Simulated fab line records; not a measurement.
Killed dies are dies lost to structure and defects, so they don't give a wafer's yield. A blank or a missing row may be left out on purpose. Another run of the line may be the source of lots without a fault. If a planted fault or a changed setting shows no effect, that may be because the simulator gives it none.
Which tool is to blame? -- flow rit_cmos -- 14 lots, 42 wafers sampled, at 2 steps of a route of 202

## WHAT THE GAUGES SHOWED, per wafer
RIT_NRETRO_OVL_MEAS_06.
lot,measured,on,NRETRO_OVL (nm)
L511,day 2 12:45,overlay-01,0.8 -0.6 0.8
L512,day 2 16:56,overlay-02,0.9 -0.2 1.8
L513,day 2 22:08,overlay-01,-0.2 -1.0 -1.1
L514,day 3 03:14,overlay-01,-1.7 0.9 1.3
L515,day 3 09:40,overlay-02,-2.5 -0.8 0.8
L516,day 3 15:02,overlay-02,-1.9 -0.8 -3.5
L518,day 3 22:25,overlay-01,3.0 -1.1 0.4
L520,day 4 09:07,overlay-01,0.1 -0.9 1.7
L521,day 4 14:44,overlay-02,1.0 -1.5 0.8
L522,day 4 21:55,overlay-02,-0.4 -3.4 -2.5
L523,day 5 00:27,overlay-01,-0.8 -2.9 -2.0
L524,day 5 04:31,overlay-01,-0.7 -0.1 -0.2
L528,day 6 03:23,overlay-02,-181.0 -178.6 -180.0
L529,day 6 05:29,overlay-02,-176.7 -177.4 -177.3

## EACH LOT AND THE TOOL THAT RAN IT (in order: tool; ch and the chambers of the sampled wafers; start)
lot,RIT_NRETRO_EXPOSE_03
L511,"iline_stepper-01 ch 0, day 2 12:19"
L512,"iline_stepper-01 ch 0, day 2 16:31"
L513,"iline_stepper-02 ch 0, day 2 21:43"
L514,"iline_stepper-01 ch 0, day 3 02:49"
L515,"iline_stepper-01 ch 0, day 3 09:15"
L516,"iline_stepper-01 ch 0, day 3 14:37"
L518,"iline_stepper-02 ch 0, day 3 21:59"
L520,"iline_stepper-02 ch 0, day 4 08:41"
L521,"iline_stepper-01 ch 0, day 4 14:19"
L522,"iline_stepper-01 ch 0, day 4 21:30"
L523,"iline_stepper-02 ch 0, day 5 00:02"
L524,"iline_stepper-01 ch 0, day 5 04:05"
L528,"iline_stepper-01 ch 0, day 6 02:57"
L529,"iline_stepper-01 ch 0, day 6 05:05"
- RIT_NRETRO_EXPOSE_03: exposes mask M4, target cd 43900 nm.

## WHAT THE TOOLS THEMSELVES READ (means of the sampled wafers that have a number; where no wafer has one, the mark that the record gives instead)
The record holds no such reading with a usual standard deviation.

## THE ANSWER, worked out from the rows above alone
Rule: the lots themselves supply what counts as usual. The widest of any qualifying gaps counts: lots, ordered by their means at a reading, are off when they make up no more than a third of the lots, leave a main group of 4 or more, and stand apart from it by 3 or more times the standard deviation of that group's means. Not used: any main group whose means are identical at the precision the tables above print for the reading. Also off: a lot with no number at a reading for which 4 or more lots have one. The other lots that the step has rows for count as sound. The gauges are gone through in route order, then the tools' own readings, and for those a lot's mean is taken as printed above. At the first step where some lot is off, the reading lying furthest off is the one used; lots without a number count as furthest.
Off: at RIT_NRETRO_OVL_MEAS_06 (NRETRO_OVL), L528, L529. Main group: mean -0.5 nm, sd 1.
A tool fits if, at a process step before that reading, it ran every lot that is off, and no sound lot after the first of them. Those tools and the gauges at RIT_NRETRO_OVL_MEAS_06 are tried in the same way. 2 tools fit, iline_stepper-01 at RIT_NRETRO_EXPOSE_03 and overlay-02 at RIT_NRETRO_OVL_MEAS_06, so this cannot tell which one it is.

## WHAT WAS PUT IN BY THE SIMULATOR
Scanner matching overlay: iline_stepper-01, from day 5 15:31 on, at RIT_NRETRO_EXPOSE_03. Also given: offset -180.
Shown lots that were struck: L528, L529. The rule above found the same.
